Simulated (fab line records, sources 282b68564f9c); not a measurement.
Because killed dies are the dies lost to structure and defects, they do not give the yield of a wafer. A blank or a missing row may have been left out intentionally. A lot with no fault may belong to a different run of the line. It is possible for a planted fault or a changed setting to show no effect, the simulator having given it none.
fab line records    flow ritCmos
record lots=5  wafers=15  lastDay=7
route steps=202 shown NWELL@30 PWELL@39 M1@202
lots that met no fault: from a run of the same line without faults
startH: hours from the record's opening day to when the first of the lot's shown wafers began    waitH: hours elapsed since this lot's preceding step    " as in the row above    L1.1+2: one row covering several wafers at once    - no value present, or no start provided    * or withheld: withheld    < > ~ a bound
route shown NAME@n: a module of which the file shows steps, and the number in the route of the first    usual: average and standard deviation across the fault-free wafers    same: alike in all rows    chamber/n: place in a boat    sites: per-site readings    _std_site: how widely they spread, as a standard deviation    _edge_site: the outer-site mean with the inner-site mean subtracted    radiusMm: for every site, how far away it sits from the centre of the wafer    mask NAME#n: copy n    behind: tool/chamber where the wafer was last shaped    hold: why the lot was held/for how many hours/how that ended    device: transistor that didn't switch, given as n, p or np    end of line: tests of these same wafers at the route's end    a step given without rows: its recipe and nothing more    killed: not the wafer's yield, but the dies lost to structure and defects at the first sort    map: the dies of a wafer, with x for killed, . for not killed, _ for no die there
set.NAME: the setting that was run; set.NAME@STEP: the one run at that earlier step    model.NAME: the simulator's own value behind a step, which no gauge read
lots at selected steps of the route; one table per step, one row per wafer
services: from which hour (startH, from the record's first day; less than 0 if before it) a tool's chamber was out of use, for how many hours, and why
## steps
# step RIT_NWELL_SOFTBAKE_02
# recipe resist=NOVOLAK  tempC=90  timeS=60
# step RIT_NWELL_EXPOSE_03
# recipe maskId=M2  na=0.57  targetCdNm=43900  doseMj=250
# step RIT_NWELL_PEB_04
# recipe resist=NOVOLAK  tempC=withheld  timeS=withheld
# step RIT_NWELL_DEVELOP_05
# recipe resist=NOVOLAK  developTimeS=68  devTempC=23
# step RIT_NWELL_OVL_MEAS_06
# usual NWELL_OVL=1.3/1.3
lot.wafer  tool        chamber  startH  waitH  NWELL_OVL[nm]
L869.3     overlay-01  -        36.15   -      1.0
L869.4     "           -        "       "      -2.1
L869.5     "           -        "       "      -0.4
L874.3     overlay-01  -        61.49   -      1.5
L874.5     "           -        "       "      2.1
L874.6     "           -        "       "      1.6
L877.2     overlay-01  -        75.43   -      -0.3
L877.5     "           -        "       "      0.1
L877.6     "           -        "       "      0.2
L886.1     overlay-01  -        121.01  -      1.8
L886.3     "           -        "       "      1.5
L886.6     "           -        "       "      0.6
L889.1     overlay-02  -        136.95  -      2.1
L889.2     "           -        "       "      0.1
L889.3     "           -        "       "      -0.6
# step RIT_NWELL_HARDBAKE_07
# recipe resist=NOVOLAK  tempC=140  timeS=120
# step RIT_NWELL_IMPLANT_08
# recipe species=P  energyKev=170  doseCm2=5e+13  tiltDeg=7
# step RIT_NWELL_STRIP_09
# recipe chemistry=O2  timeS=180  resist=NOVOLAK  platenTempC=withheld  powerW=500  pressureMtorr=4000  o2FlowSccm=4000
# usual drypumpMotorCurrentA=5.5/0.44  rfReflPowerW=6.8/1.8
lot.wafer  tool            chamber  startH  waitH  drypumpMotorCurrentA  rfHoursCounterH  rfReflPowerW
L869.3     plasmaAsher-04  0        36.63   0.1    5.5                   -                3.6
L869.4     "               1        "       "      5.0                   -                9.3
L869.5     "               1        "       "      4.9                   -                9.2
L874.3     plasmaAsher-01  0        62.03   0.1    5.7                   -                7.7
L874.5     "               1        "       "      6.0                   -                6.9
L874.6     "               0        "       "      5.6                   -                7.6
L877.2     plasmaAsher-04  0        75.86   0.1    5.5                   45               3.6
L877.5     "               0        "       "      5.5                   -                3.7
L877.6     "               1        "       "      5.0                   -                9.0
L886.1     plasmaAsher-04  1        121.44  0.1    4.9                   51               9.2
L886.3     "               0        "       "      5.5                   -                3.7
L886.6     "               1        "       "      5.0                   -                9.0
L889.1     plasmaAsher-03  0        137.39  0.1    6.3                   33               7.3
L889.2     "               1        "       "      5.1                   33               6.5
L889.3     "               0        "       "      6.4                   -                7.4
# step RIT_NWELL_TW_MEAS_10
# usual NWELL_TW=2149/24
lot.wafer  tool          chamber  startH  waitH  NWELL_TW
L869.3     filmMetro-01  -        36.77   0.1    2173
L869.4     "             -        "       "      2175
L869.5     "             -        "       "      2175
L874.3     filmMetro-01  -        62.17   0.1    2167
L874.5     "             -        "       "      2171
L874.6     "             -        "       "      2166
L877.2     filmMetro-01  -        76.05   0.1    2182
L877.5     "             -        "       "      2168
L877.6     "             -        "       "      2183
L886.1     filmMetro-01  -        121.62  0.1    2161
L886.3     "             -        "       "      2178
L886.6     "             -        "       "      2165
L889.1     filmMetro-04  -        137.56  0.1    2161
L889.2     "             -        "       "      2179
L889.3     "             -        "       "      2168
# step RIT_PWELL_HMDS_00
# recipe primeTimeS=60  primeTempC=140
# step RIT_PWELL_COAT_01
# recipe resist=NOVOLAK  spinRpm=2000  resistThkNm=1300
# step RIT_PWELL_SOFTBAKE_02
# recipe resist=NOVOLAK  tempC=90  timeS=60
# step RIT_PWELL_EXPOSE_03
# recipe maskId=M3  na=0.57  targetCdNm=43700  doseMj=250
# usual exposureDoseMJCm2=249.99/0.27
lot.wafer  tool             chamber  startH  waitH  mask     exposureDoseMJCm2
L869.3     ilineStepper-02  0        37.42   0.2    M3#0     249.62
L869.4     "                0        "       "      M3#0     249.89
L869.5     "                0        "       "      M3#0     249.86
L874.3     ilineStepper-02  0        62.70   0.1    M3#0     249.76
L874.5     "                0        "       "      M3#0     250.01
L874.6     "                0        "       "      M3#0     249.81
L877.2     ilineStepper-02  0        76.56   0.1    M3_R1#0  250.17
L877.5     "                0        "       "      M3_R1#0  249.87
L877.6     "                0        "       "      M3_R1#0  249.78
L886.1     ilineStepper-01  0        122.13  0.1    M3#0     250.04
L886.3     "                0        "       "      M3#0     250.04
L886.6     "                0        "       "      M3#0     250.29
L889.1     ilineStepper-01  0        138.07  0.1    M3#0     249.69
L889.2     "                0        "       "      M3#0     249.49
L889.3     "                0        "       "      M3#0     249.83
# step RIT_PWELL_PEB_04
# recipe resist=NOVOLAK  tempC=withheld  timeS=withheld
# step RIT_M1_PROBE_99
# usual killedAtFrontEnd=7.1/2.9  killedDies=7.2/2.9  killedOpen=3.6/1.9  killedShort=3.5/1.9
# same grossDies=264  killed_at_M0_to_M3=0  killed_at_M4_up=0  killedAtBackSide=0  killedAtContacts=0  killedAtOther=0
lot.wafer  tool       chamber  startH  waitH  killedAtFrontEnd  killedDies  killedOpen  killedShort  model.etest.wellEdgeRight.lineOhmUm  model.etest.wellEdgeLeft.lineOhmUm  model.etest.isoNwellNwell.bvV
L869.3     prober-01  -        74.36   0.2    4                 4           2           2            184.7                                183.1                               22.21
L869.4     prober-01  -        74.41   0.2    2                 2           2           0            181.6                                182.9                               21.97
L869.5     prober-01  -        74.46   0.2    7                 7           2           5            183.1                                184                                 21.98
L874.3     prober-01  -        98.22   0.2    4                 4           2           2            181.1                                178.8                               21.46
L874.5     prober-01  -        98.32   0.2    15                15          8           7            180.1                                180                                 21.49
L874.6     prober-01  -        98.37   0.2    2                 2           2           0            180.9                                181.7                               21.81
L877.2     prober-02  -        116.37  0.1    6                 6           2           4            170.8                                172.1                               23.18
L877.5     prober-02  -        116.52  0.2    7                 7           3           4            172.4                                170.7                               23.17
L877.6     prober-02  -        116.57  0.2    10                10          8           2            170.9                                170.3                               22.04
L886.1     prober-01  -        161.14  0.1    11                11          6           4            181.4                                182.2                               21.94
L886.3     prober-01  -        161.24  0.2    9                 9           6           3            181.5                                182.3                               21.71
L886.6     prober-01  -        161.39  0.2    10                10          6           4            182.3                                180.6                               21.82
L889.1     prober-01  -        172.48  0.1    8                 8           2           6            181.1                                179.7                               22.57
L889.2     prober-01  -        172.53  0.1    10                10          2           8            181.2                                182                                 22.32
L889.3     prober-01  -        172.58  0.2    9                 9           5           4            179.8                                181.9                               22.1
# killed by level:class
L869.3 REOX:geometricParticle:open=2 SPACER:geometricParticle:short=1 SILICIDE:geometricParticle:short=1
L869.4 GATE:geometricParticle:open=1 REOX:geometricParticle:open=1
L869.5 GATE:geometricParticle:short=3 REOX:geometricParticle:open=1 GATE:geometricParticle:open=1 REOX:geometricParticle:short=1 SILICIDE:geometricParticle:short=1
L874.3 FOX1:geometricParticle:open=1 GATE:geometricParticle:short=1 GATE:geometricParticle:open=1 REOX:geometricParticle:short=1
L874.5 GATE:geometricParticle:open=3 GATE:geometricParticle:short=2 REOX:geometricParticle:short=2 SPACER:geometricParticle:open=2 ACTIVE:geometricParticle:short=1 FOX1:geometricParticle:open=1 REOX:geometricParticle:open=1 SPACER:geometricParticle:short=1
L874.6 REOX:geometricParticle:open=1 SILICIDE:geometricParticle:open=1
L877.2 GATE:geometricParticle:short=3 GATE:geometricParticle:open=1 REOX:geometricParticle:open=1 SILICIDE:geometricParticle:short=1
L877.5 SILICIDE:geometricParticle:open=2 FOX1:geometricParticle:short=1 GATE:geometricParticle:open=1 GATE:geometricParticle:short=1 REOX:geometricParticle:short=1 SILICIDE:geometricParticle:short=1
L877.6 GATE:geometricParticle:open=3 REOX:geometricParticle:open=3 GATE:geometricParticle:short=2 FOX1:geometricParticle:open=1 SILICIDE:geometricParticle:open=1
L886.1 GATE:geometricParticle:open=3 REOX:geometricParticle:open=3 GATE:geometricParticle:short=2 FOX2:geometricParticle:short=1 SILICIDE:geometricParticle:short=1 GATE:coatMicrobubblePrinted=1
L886.3 GATE:geometricParticle:open=4 FOX1:geometricParticle:short=2 FOX1:geometricParticle:open=2 SPACER:geometricParticle:short=1
L886.6 FOX1:geometricParticle:open=2 FOX2:geometricParticle:short=2 GATE:geometricParticle:open=2 REOX:geometricParticle:open=2 GATE:geometricParticle:short=1 REOX:geometricParticle:short=1
L889.1 REOX:geometricParticle:short=3 SILICIDE:geometricParticle:short=2 GATE:geometricParticle:open=1 GATE:geometricParticle:short=1 REOX:geometricParticle:open=1
L889.2 REOX:geometricParticle:short=3 FOX2:geometricParticle:short=2 GATE:geometricParticle:short=2 GATE:geometricParticle:open=2 FOX1:geometricParticle:short=1
L889.3 FOX2:geometricParticle:short=2 REOX:geometricParticle:open=2 FOX1:geometricParticle:open=1 FOX2:geometricParticle:open=1 GATE:geometricParticle:short=1 GATE:geometricParticle:open=1 REOX:geometricParticle:short=1
## services
tool             chamber  startH  hours  kind
ilineStepper-01  -        18.87   1.3    repair
plasmaAsher-03   -        21.76   15.6   pm
plasmaAsher-01   -        34.24   5.5    repair
plasmaAsher-04   -        52.02   1.9    repair
ilineStepper-02  -        63.14   1.7    pm
ilineStepper-01  -        72.65   4.4    pm
plasmaAsher-01   -        108.75  9.0    pm
plasmaAsher-01   0        108.75  9.0    ventCycle
plasmaAsher-01   1        108.75  9.0    ventCycle
plasmaAsher-01   0        117.75  -      clean
plasmaAsher-01   1        117.75  -      clean
ilineStepper-02  -        123.64  2.7    repair
## key
firstSign step=RIT_PWELL_EXPOSE_03  reading=mask  direction=changed
effect none on later readings
modelEffect step=RIT_M1_PROBE_99  value=etest.wellEdgeRight.lineOhmUm  without=182.2  struck=171.3
metAt RIT_PWELL_EXPOSE_03
struckWafers L877.2,L877.5,L877.6
testerLeftOut L877
onsetBetween 62.70 76.56
fault kind=wrongMask  tool=any  chamber=-  onsetH=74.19  steps=RIT_PWELL_EXPOSE_03  auxCopy=M3_R1#0  cdOffsetNm=-350  scope=struckLotsOnly
# testerLeftOut: of these lots the tester's yield and bins aren't shown, on N5 and GAA mostly nor the transistor test; their killed dies are dies lost to structure and defects alone, not to doping, threshold or leakage, so they don't give the yield
